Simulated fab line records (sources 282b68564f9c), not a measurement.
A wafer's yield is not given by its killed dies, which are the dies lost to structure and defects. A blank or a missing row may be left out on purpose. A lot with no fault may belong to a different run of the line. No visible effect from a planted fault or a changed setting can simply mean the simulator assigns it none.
Which tool did it?	flow rit cmos	14 lots, 42 wafers sampled, at 1 step of a route of 202

## WHAT EACH GAUGE READ, for each wafer
Not one reading of a measure or inspect step in the record can be checked against a usual standard deviation.

## WHAT TOOL EACH LOT RAN ON (gives the tool, then ch and the chambers of the sampled wafers, and finally the start)
lot	RIT_SPACER_ETCHBACK_05
L164	rie diel-01 ch 0,1,2, day 2 20:50
L165	rie diel-01 ch 0,3, day 3 02:51
L166	rie diel-04 ch 0,1,3, day 3 08:39
L167	rie diel-02 ch 1,2,3, day 3 12:55
L168	rie diel-02 ch 0,2,3, day 3 17:16
L169	rie diel-02 ch 0,3, day 3 21:58
L171	rie diel-02 ch 1,2, day 4 09:54
L172	rie diel-02 ch 0,3, day 4 15:11
L179	rie diel-04 ch 0,1,2, day 6 05:34
L180	rie diel-01 ch 0,1,2, day 6 13:58
L182	rie diel-01 ch 1,3, day 7 03:29
L183	rie diel-04 ch 1,2,3, day 7 07:13
L184	rie diel-01 ch 1,2,3, day 7 09:13
L187	rie diel-02 ch 0,1, day 7 22:43
- RIT_SPACER_ETCHBACK_05: etches Si3N4 in SF6/CHF3, stops on SiO2, target depth 250 nm, time 240 s.

## AS READ BY THE TOOLS THEMSELVES (means over the sampled wafers that have a number; for cases with no such wafer, the mark the record gives instead)
RIT_SPACER_ETCHBACK_05.
lot	tool	CHF3_flow_sccm (sccm)	drypump motor current A (A)	oes product au (a.u.)	rf fwd power W (W)	throttle valve pct (%)
L164	rie diel-01	30.02	5.7	0.841	248.7	10.19
L165	rie diel-01	30.02	6.1	0.833	250.1	10.26
L166	rie diel-04	29.98	5.5	0.855	249.6	10.40
L167	rie diel-02	30.01	5.2	0.842	249.5	10.24
L168	rie diel-02	30.04	5.3	0.845	249.8	10.21
L169	rie diel-02	30.11	5.3	0.829	248.0	10.14
L171	rie diel-02	30.06	5.2	0.988	248.5	10.28
L172	rie diel-02	30.00	5.3	0.975	249.2	10.26
L179	rie diel-04	30.05	5.5	0.850	248.8	10.48
L180	rie diel-01	29.98	5.7	0.836	249.0	10.19
L182	rie diel-01	29.95	5.8	0.842	249.4	10.16
L183	rie diel-04	30.00	5.4	0.858	248.9	10.32
L184	rie diel-01	29.95	5.7	0.833	249.7	10.12
L187	rie diel-02	30.05	5.1	0.846	248.6	10.17

## THE ANSWER, worked out from the rows above alone
Rule: the usual values come from the lots themselves. The widest of any qualifying gaps counts: lots, ordered by their means at a reading, are off when they make up no more than a third of the lots, leave a main group of 4 or more, and stand apart from it by 3 or more times the standard deviation of that group's means. The tables above print the reading to a certain number of digits; a main group whose means all agree to those digits is not used. Also off: a lot with no number at a reading for which 4 or more lots have one. Where the step has rows for the other lots, those lots are counted as sound. First the gauges in route order, then the tools' own readings, where a lot's mean is used as printed above. At the first step where some lot is off, the reading lying furthest off is the one used; lots without a number count as furthest.
Off: L171, L172, at RIT_SPACER_ETCHBACK_05 (oes product au). Mean 0.843 a.u. and standard deviation 0.0086 in the main group.
If a tool, at that step or one of the process steps before it, ran each lot that is off and ran no sound lot following the first of them, it fits. Of those tried, none fits.

## WHAT HAD BEEN PUT IN BY THE SIMULATOR
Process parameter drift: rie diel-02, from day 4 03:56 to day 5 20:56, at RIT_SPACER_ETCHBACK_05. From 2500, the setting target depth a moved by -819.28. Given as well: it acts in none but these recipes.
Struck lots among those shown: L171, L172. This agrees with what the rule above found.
